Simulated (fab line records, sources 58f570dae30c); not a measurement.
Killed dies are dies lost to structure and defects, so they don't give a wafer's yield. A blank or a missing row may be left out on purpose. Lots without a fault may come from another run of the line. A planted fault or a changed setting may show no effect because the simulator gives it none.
Split-lot experiment | flow berkeley_cmos170 | 5 lots, 23 wafers read, on a route of 331 steps

THE SPLIT
At UCB170_CONTACT_EXPOSE_12 (exposes mask CONT, target cd 700 nm), the setting dose_mj was moved away from the recipe's 35 on 10 of the 23 wafers read, by -7.4% to +4.3%. The other wafers ran this setting at the recipe's value.

FROM THE SPLIT TO THE READING: what the file shows between them, 6 steps
- UCB170_CONTACT_PEB_13
- UCB170_CONTACT_DEVELOP_14: develop time 45 s
- UCB170_CONTACT_CD_MEAS_15: target cd 700 nm
- UCB170_CONTACT_ETCH_17: etches BARC in N2/H2
- UCB170_CONTACT_ETCH_18: etches PSG in CHF3/CF4/Ar, stops on TiSi2, target depth 840 nm, time 195 s
- UCB170_CONTACT_STRIP_19: strips in O2

THE READING
cd_nm, in nm, at UCB170_CONTACT_CD_MEAS_90 (target cd 700 nm). Fault-free wafers of this fab line usually give 699.1 nm, standard deviation 1.5 nm.

wafer  | tool, chamber at the split | dose_mj as run | against the recipe | cd_nm, nm | against lot-mates on the recipe
L074.1 | krf_scanner-02, 0          | 35             | recipe             | 700.8     | -
L074.2 | krf_scanner-02, 0          | 35             | recipe             | 701.8     | -
L074.3 | krf_scanner-02, 0          | 32.42          | -7.4%              | 686.4     | -14.9
L074.4 | krf_scanner-02, 0          | 32.42          | -7.4%              | 688.4     | -12.9
L074.6 | krf_scanner-02, 0          | 32.42          | -7.4%              | 687.2     | -14.1
L077.1 | krf_scanner-01, 0          | 35.79          | +2.3%              | 705.4     | +5.5
L077.2 | krf_scanner-01, 0          | 35             | recipe             | 700.6     | -
L077.3 | krf_scanner-01, 0          | 35             | recipe             | 699.6     | -
L077.4 | krf_scanner-01, 0          | 35             | recipe             | 699.5     | -
L077.6 | krf_scanner-01, 0          | 35.79          | +2.3%              | 704.1     | +4.2
L080.2 | krf_scanner-02, 0          | 35             | recipe             | 697.1     | -
L080.3 | krf_scanner-02, 0          | 35             | recipe             | 697.6     | -
L080.6 | krf_scanner-02, 0          | 35             | recipe             | 698.1     | -
L084.1 | krf_scanner-01, 0          | 35.8           | +2.3%              | 701.5     | +4.6
L084.2 | krf_scanner-01, 0          | 35             | recipe             | 697.3     | -
L084.3 | krf_scanner-01, 0          | 35             | recipe             | 696.5     | -
L084.4 | krf_scanner-01, 0          | 35.8           | +2.3%              | 702.0     | +5.1
L084.6 | krf_scanner-01, 0          | 35.8           | +2.3%              | 703.5     | +6.6
L085.1 | krf_scanner-02, 0          | 35             | recipe             | 700.5     | -
L085.2 | krf_scanner-02, 0          | 35             | recipe             | 702.2     | -
L085.3 | krf_scanner-02, 0          | 36.51          | +4.3%              | 707.2     | +5.6
L085.4 | krf_scanner-02, 0          | 36.51          | +4.3%              | 708.9     | +7.3
L085.5 | krf_scanner-02, 0          | 35             | recipe             | 702.0     | -

THE FIT
A straight line over all 23 wafers: cd_nm changes by +1.71 nm for each +1% of dose_mj; r = +0.95; the points scatter about the line by 1.8 nm.
The same after taking each lot's own level away (the mean of its wafers on the recipe; 23 wafers): +1.88 nm for each +1%; r = +0.99; scatter 0.98 nm.
On that fit, the largest move of dose_mj shifts the reading by 14 nm.
The lots' own levels span 696.90 to 701.57 nm, that is 3.1 times the standard deviation above.
So the lot-to-lot level changes the slope little: the two slopes agree.
Check: with one of the wafers moved furthest among these (-7.4%) left out of the fit, the line predicts -13.3 nm for it against its lot-mates. It came out at -14.9 nm against them.

OTHER SPLITS ON THESE WAFERS
These wafers also went through other splits before the reading. Each is held against what the fit with the lots' levels taken away leaves over:
other split on the same wafers       | wafers away from the commonest value | r with cd_nm (lot level and that fit taken away)
UCB170_NLDD_IMPLANT_09 energy_kev    | 8                                    | +0.17
UCB170_PSD_EXPOSE_03 dose_mj         | 9                                    | -0.01
UCB170_NSD_IMPLANT_08 dose_cm2       | 11                                   | -0.13
UCB170_SDANNEAL_RTA_00 time_s        | 5                                    | -0.14
UCB170_CONTACT_COAT_10 resist_thk_nm | 4                                    | -0.14

THE WHOLE CHAIN: every reading that the file lists as answering this split, in the file's order
step                      | what it does                                                               | reading                                                        | change (the file's fit)              | r (the file's)
UCB170_CONTACT_CD_MEAS_15 | target cd 700 nm                                                           | cd_nm                                                          | +1.81 nm for each +1% of the setting | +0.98
UCB170_CONTACT_ETCH_17    | etches BARC in N2/H2                                                       | CONTACT.cd_nm (the simulator's own value, which no gauge read) | +1.81 nm for each +1% of the setting | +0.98
UCB170_CONTACT_ETCH_18    | etches PSG in CHF3/CF4/Ar, stops on TiSi2, target depth 840 nm, time 195 s | CONTACT.cd_nm (the simulator's own value, which no gauge read) | +1.86 nm for each +1% of the setting | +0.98
UCB170_CONTACT_CD_MEAS_90 | target cd 700 nm                                                           | cd_nm                                                          | +1.86 nm for each +1% of the setting | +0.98

THE FILE'S OWN FIT
cd_nm changes by +1.86 nm for each +1% of dose_mj, r = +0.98.
